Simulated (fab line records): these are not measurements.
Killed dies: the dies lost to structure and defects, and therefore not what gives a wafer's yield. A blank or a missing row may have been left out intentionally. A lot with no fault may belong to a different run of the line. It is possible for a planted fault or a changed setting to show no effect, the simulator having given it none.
Which tool did it? || flow ritCmos || 39 wafers from 13 lots sampled at 5 of the route's 202 steps

## WHAT THE GAUGES SHOWED, per wafer
RIT_ACTIVE_BOW_MEAS_00.
{"lot": "L634", "measured": "day 1 10:02", "on": "filmMetro-04", "INCOMING_BOW (um)": "-4 -6 5"}
{"lot": "L635", "measured": "day 1 15:00", "on": "filmMetro-04", "INCOMING_BOW (um)": "-5 -4 -3"}
{"lot": "L637", "measured": "day 2 01:00", "on": "filmMetro-04", "INCOMING_BOW (um)": "-8 -2 2"}
{"lot": "L638", "measured": "day 2 06:01", "on": "filmMetro-03", "INCOMING_BOW (um)": "-8 -7 -12"}
{"lot": "L639", "measured": "day 2 11:02", "on": "filmMetro-04", "INCOMING_BOW (um)": "-20 9 -6"}
{"lot": "L641", "measured": "day 2 21:00", "on": "filmMetro-03", "INCOMING_BOW (um)": "-5 -5 3"}
{"lot": "L644", "measured": "day 3 12:00", "on": "filmMetro-03", "INCOMING_BOW (um)": "-5 -2 7"}
{"lot": "L645", "measured": "day 3 17:01", "on": "filmMetro-01", "INCOMING_BOW (um)": "-6 8 8"}
{"lot": "L646", "measured": "day 3 22:00", "on": "filmMetro-03", "INCOMING_BOW (um)": "9 -9 -4"}
{"lot": "L649", "measured": "day 4 13:01", "on": "filmMetro-01", "INCOMING_BOW (um)": "1 -13 -11"}
{"lot": "L651", "measured": "day 4 23:00", "on": "filmMetro-03", "INCOMING_BOW (um)": "9 2 3"}
{"lot": "L654", "measured": "day 5 14:00", "on": "filmMetro-04", "INCOMING_BOW (um)": "-3 0 6"}
{"lot": "L656", "measured": "day 6 00:00", "on": "filmMetro-01", "INCOMING_BOW (um)": "1 -7 4"}

RIT_FOX1_THK_MEAS_01.
{"lot": "L634", "measured": "day 1 18:20", "on": "filmMetro-04", "FOX1_OXIDE_THK (nm)": "346 349 344"}
{"lot": "L635", "measured": "day 1 22:44", "on": "filmMetro-01", "FOX1_OXIDE_THK (nm)": "335 338 340"}
{"lot": "L637", "measured": "day 2 10:02", "on": "filmMetro-01", "FOX1_OXIDE_THK (nm)": "336 332 336"}
{"lot": "L638", "measured": "day 2 14:26", "on": "filmMetro-04", "FOX1_OXIDE_THK (nm)": "337 337 344"}
{"lot": "L639", "measured": "day 2 20:05", "on": "filmMetro-01", "FOX1_OXIDE_THK (nm)": "355 356 354"}
{"lot": "L641", "measured": "day 3 04:54", "on": "filmMetro-02", "FOX1_OXIDE_THK (nm)": "356 350 354"}
{"lot": "L644", "measured": "day 3 21:52", "on": "filmMetro-01", "FOX1_OXIDE_THK (nm)": "359 357 356"}
{"lot": "L645", "measured": "day 3 23:57", "on": "filmMetro-02", "FOX1_OXIDE_THK (nm)": "353 343 351"}
{"lot": "L646", "measured": "day 4 04:56", "on": "filmMetro-04", "FOX1_OXIDE_THK (nm)": "344 355 349"}
{"lot": "L649", "measured": "day 4 21:16", "on": "filmMetro-02", "FOX1_OXIDE_THK (nm)": "348 353 354"}
{"lot": "L651", "measured": "day 5 07:22", "on": "filmMetro-04", "FOX1_OXIDE_THK (nm)": "339 340 343"}
{"lot": "L654", "measured": "day 5 21:19", "on": "filmMetro-02", "FOX1_OXIDE_THK (nm)": "352 353 357"}
{"lot": "L656", "measured": "day 6 07:49", "on": "filmMetro-02", "FOX1_OXIDE_THK (nm)": "350 350 350"}

RIT_NRETRO_TW_MEAS_10.
{"lot": "L634", "measured": "day 2 07:59", "on": "filmMetro-03", "NRETRO_TW": "1052 1050 1057"}
{"lot": "L635", "measured": "day 2 15:04", "on": "filmMetro-03", "NRETRO_TW": "1054 1054 1050"}
{"lot": "L637", "measured": "day 2 23:35", "on": "filmMetro-04", "NRETRO_TW": "1053 1049 1056"}
{"lot": "L638", "measured": "day 3 03:18", "on": "filmMetro-01", "NRETRO_TW": "1070 1063 1064"}
{"lot": "L639", "measured": "day 3 08:33", "on": "filmMetro-03", "NRETRO_TW": "1040 1045 1048"}
{"lot": "L641", "measured": "day 3 17:23", "on": "filmMetro-01", "NRETRO_TW": "1066 1065 1066"}
{"lot": "L644", "measured": "day 4 10:13", "on": "filmMetro-03", "NRETRO_TW": "1041 1034 1038"}
{"lot": "L645", "measured": "day 4 12:28", "on": "filmMetro-04", "NRETRO_TW": "1046 1044 1049"}
{"lot": "L646", "measured": "day 4 18:23", "on": "filmMetro-04", "NRETRO_TW": "1043 1048 1045"}
{"lot": "L649", "measured": "day 5 09:57", "on": "filmMetro-04", "NRETRO_TW": "1050 1047 1049"}
{"lot": "L651", "measured": "day 5 20:05", "on": "filmMetro-04", "NRETRO_TW": "1081 1080 1084"}
{"lot": "L654", "measured": "day 6 09:56", "on": "filmMetro-01", "NRETRO_TW": "1053 1059 1059"}
{"lot": "L656", "measured": "day 6 21:10", "on": "filmMetro-04", "NRETRO_TW": "1051 1057 1046"}

RIT_PRETRO_OVL_MEAS_06.
{"lot": "L634", "measured": "day 2 09:05", "on": "overlay-02", "PRETRO_OVL (nm)": "0.3 1.4 0.4"}
{"lot": "L635", "measured": "day 2 16:06", "on": "overlay-02", "PRETRO_OVL (nm)": "0.9 0.1 0.4"}
{"lot": "L637", "measured": "day 3 00:40", "on": "overlay-01", "PRETRO_OVL (nm)": "1.5 1.3 2.1"}
{"lot": "L638", "measured": "day 3 04:34", "on": "overlay-02", "PRETRO_OVL (nm)": "-0.9 0.6 -2.3"}
{"lot": "L639", "measured": "day 3 09:29", "on": "overlay-02", "PRETRO_OVL (nm)": "-0.8 -0.9 -1.2"}
{"lot": "L641", "measured": "day 3 18:20", "on": "overlay-02", "PRETRO_OVL (nm)": "-1.8 -1.8 -0.8"}
{"lot": "L644", "measured": "day 4 11:09", "on": "overlay-01", "PRETRO_OVL (nm)": "1.4 0.8 -2.3"}
{"lot": "L645", "measured": "day 4 13:31", "on": "overlay-01", "PRETRO_OVL (nm)": "2.2 0.6 2.6"}
{"lot": "L646", "measured": "day 4 19:19", "on": "overlay-01", "PRETRO_OVL (nm)": "1.3 -2.3 -1.6"}
{"lot": "L649", "measured": "day 5 11:05", "on": "overlay-02", "PRETRO_OVL (nm)": "1.3 0.9 1.6"}
{"lot": "L651", "measured": "day 5 21:09", "on": "overlay-01", "PRETRO_OVL (nm)": "3.5 1.2 2.8"}
{"lot": "L654", "measured": "day 6 11:01", "on": "overlay-02", "PRETRO_OVL (nm)": "0.9 1.9 -2.7"}
{"lot": "L656", "measured": "day 6 22:33", "on": "overlay-02", "PRETRO_OVL (nm)": "-0.8 1.3 0.5"}

## WHAT TOOL EACH LOT RAN ON (gives the tool, then ch and the chambers of the sampled wafers, and finally the start)
{"lot": "L634", "RIT_NRETRO_IMPLANT_08": "implanter-03 ch 0, day 2 07:41"}
{"lot": "L635", "RIT_NRETRO_IMPLANT_08": "implanter-02 ch 0, day 2 14:35"}
{"lot": "L637", "RIT_NRETRO_IMPLANT_08": "implanter-02 ch 0, day 2 23:16"}
{"lot": "L638", "RIT_NRETRO_IMPLANT_08": "implanter-02 ch 0, day 3 02:59"}
{"lot": "L639", "RIT_NRETRO_IMPLANT_08": "implanter-02 ch 0, day 3 08:16"}
{"lot": "L641", "RIT_NRETRO_IMPLANT_08": "implanter-02 ch 0, day 3 17:04"}
{"lot": "L644", "RIT_NRETRO_IMPLANT_08": "implanter-01 ch 0, day 4 09:53"}
{"lot": "L645", "RIT_NRETRO_IMPLANT_08": "implanter-01 ch 0, day 4 12:09"}
{"lot": "L646", "RIT_NRETRO_IMPLANT_08": "implanter-02 ch 0, day 4 18:04"}
{"lot": "L649", "RIT_NRETRO_IMPLANT_08": "implanter-02 ch 0, day 5 09:38"}
{"lot": "L651", "RIT_NRETRO_IMPLANT_08": "implanter-02 ch 0, day 5 19:46"}
{"lot": "L654", "RIT_NRETRO_IMPLANT_08": "implanter-01 ch 0, day 6 09:37"}
{"lot": "L656", "RIT_NRETRO_IMPLANT_08": "implanter-01 ch 0, day 6 20:50"}
- RIT_NRETRO_IMPLANT_08

## WHAT THE TOOLS THEMSELVES READ (means of the sampled wafers that have a number; where no wafer has one, the mark that the record gives instead)
RIT_NRETRO_IMPLANT_08.
{"lot": "L634", "tool": "implanter-03", "beamEnergyKeV": 70.021}
{"lot": "L635", "tool": "implanter-02", "beamEnergyKeV": 70.001}
{"lot": "L637", "tool": "implanter-02", "beamEnergyKeV": 69.980}
{"lot": "L638", "tool": "implanter-02", "beamEnergyKeV": 70.031}
{"lot": "L639", "tool": "implanter-02", "beamEnergyKeV": 70.007}
{"lot": "L641", "tool": "implanter-02", "beamEnergyKeV": 69.995}
{"lot": "L644", "tool": "implanter-01", "beamEnergyKeV": 70.018}
{"lot": "L645", "tool": "implanter-01", "beamEnergyKeV": 69.994}
{"lot": "L646", "tool": "implanter-02", "beamEnergyKeV": 70.026}
{"lot": "L649", "tool": "implanter-02", "beamEnergyKeV": 69.986}
{"lot": "L651", "tool": "implanter-02", "beamEnergyKeV": 79.107}
{"lot": "L654", "tool": "implanter-01", "beamEnergyKeV": 69.973}
{"lot": "L656", "tool": "implanter-01", "beamEnergyKeV": 69.979}

## THE ANSWER, worked out from the rows above alone
Rule: the usual values come from the lots themselves. The widest of any qualifying gaps counts: lots, ordered by their means at a reading, are off when they make up no more than a third of the lots, leave a main group of 4 or more, and stand apart from it by 3 or more times the standard deviation of that group's means. A main group whose means are all the same, to the digits that the tables above print for the reading, isn't used. Also off: a lot with no number at a reading for which 4 or more lots have one. The other lots that the step has rows for count as sound. Order of review: gauges by route order, followed by the tools' own readings, for which a lot's mean as printed above is used. The first step at which some lot is off is used, and at that step the reading that is off furthest; a lot without a number counts as furthest.
Off at RIT_NRETRO_IMPLANT_08 (beamEnergyKeV): L651. The main group has a mean of 70.001 with a standard deviation of 0.019.
If a tool, at that step or one of the process steps before it, ran each lot that is off and ran no sound lot following the first of them, it fits. One fits: RIT_NRETRO_IMPLANT_08 on implanter-02. Its last sound lot is L649 (day 5 09:38), its first lot that is off L651 (day 5 19:46): a fault that began between those two fits.
The tool's own readings at RIT_NRETRO_IMPLANT_08 bear it out: on the lots that are off they differ by more than 5 times the standard deviation of the sound lots' means. beamEnergyKeV reads 79.107 there against 70.001 on the sound lots.

## WHAT THE SIMULATOR PUT IN
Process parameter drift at RIT_NRETRO_IMPLANT_08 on implanter-02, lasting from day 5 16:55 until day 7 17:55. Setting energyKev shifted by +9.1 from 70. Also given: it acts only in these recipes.
Struck lots among those shown: L651. Same finding as the rule above.
